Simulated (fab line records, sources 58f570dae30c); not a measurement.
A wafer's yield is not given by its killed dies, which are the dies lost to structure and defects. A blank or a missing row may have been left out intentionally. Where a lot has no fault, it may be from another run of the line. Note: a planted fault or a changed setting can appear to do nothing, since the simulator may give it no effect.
Problem report, 8D (eight disciplines) form, completed by code | flow berkeley cmos170 | the parts of the form that need people (team, actions taken, sign-off) are left out

== 1. THE ISSUE ==
run length s at UCB170_CONTACT_ETCH_18 reads a mean of 174.3 s on 6 wafers of 2 lots; wafers without a fault read 223.3 s with a standard deviation of 0.48. That is -99 or more standard deviations from the usual mean.
The step: etches PSG in CHF3/CF4/Ar, stops on TiSi2, target depth 840 nm, time 195 s.
First observed at day 7 16:00: wafer L436.1, on rie diel-04. The record has a number at this step for 42 wafers belonging to 14 lots. By rule, "out" or "out of limits" means more than 4 standard deviations away from the usual mean. Any other wafer with a number is counted as sound.

== 2. WHAT THIS IS AND IS NOT ==
question                    | is                           | is not
which readings at this step | run length s, oes product au | drypump motor current A
which lots                  | L436, L439                   | L433, L434, L435, L440, L441, L444, L445, L447, L449, L451, L452, L454
which wafers of those lots  | all that have a number       | -
read on which tools         | rie diel-04                  | rie diel-02, rie diel-03
when                        | from day 7 16:00             | up to then (9 sound wafers); but 27 sound wafers of L440, L441, L444, L445, L447, L449, L451, L452, L454 came after

== 3. SUSPECTS, AND WHAT RULES EACH OUT ==
Counting: any tool at a process step up to the reading is kept as a suspect provided that every lot that is out went through it and no sound lot did after the first of them.
- rie diel-04 at UCB170_CONTACT_ETCH_18 (etches PSG in CHF3/CF4/Ar, stops on TiSi2, target depth 840 nm, time 195 s): ruled out as a lasting fault. Sound lots L454 ran on it after its first lot that is out, L436 (day 7 16:00).
Left after counting: nothing in the record.

== 4. THE CAUSE (what the simulator had put in) ==
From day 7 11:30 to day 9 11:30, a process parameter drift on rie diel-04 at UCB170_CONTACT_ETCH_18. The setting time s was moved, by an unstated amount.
Counting ruled it out, wrongly.

== 5. THE CHAIN OF EFFECTS, in route order ==
Each row: a reading where the mean over the struck wafers with a number is more than 3 standard deviations away from the usual. Readings are gone through only where the record gives a usual standard deviation; hours: the median, over the lots, of the time from a lot's start at the first step in this table giving one to that lot's start at this step; sigmas: the change measured in usual standard deviations.
hours | step                   | reading        | usual      | on struck wafers | change | sigmas
0     | UCB170_CONTACT_ETCH_18 | oes product au | 0.897 a.u. | 1.027            | +0.130 | +8.7
0     | UCB170_CONTACT_ETCH_18 | run length s   | 223.3 s    | 174.3            | -49.0  | -99 or more
Here are the process steps it includes:
- UCB170_CONTACT_ETCH_18: etches PSG in CHF3/CF4/Ar, stops on TiSi2, target depth 840 nm, time 195 s.

== 6. HOW IT WOULD HAVE BEEN CAUGHT EARLIER ==
4 hours passed between the start of the fault at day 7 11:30 and the first reading out of limits in this record, taken at day 7 16:00.
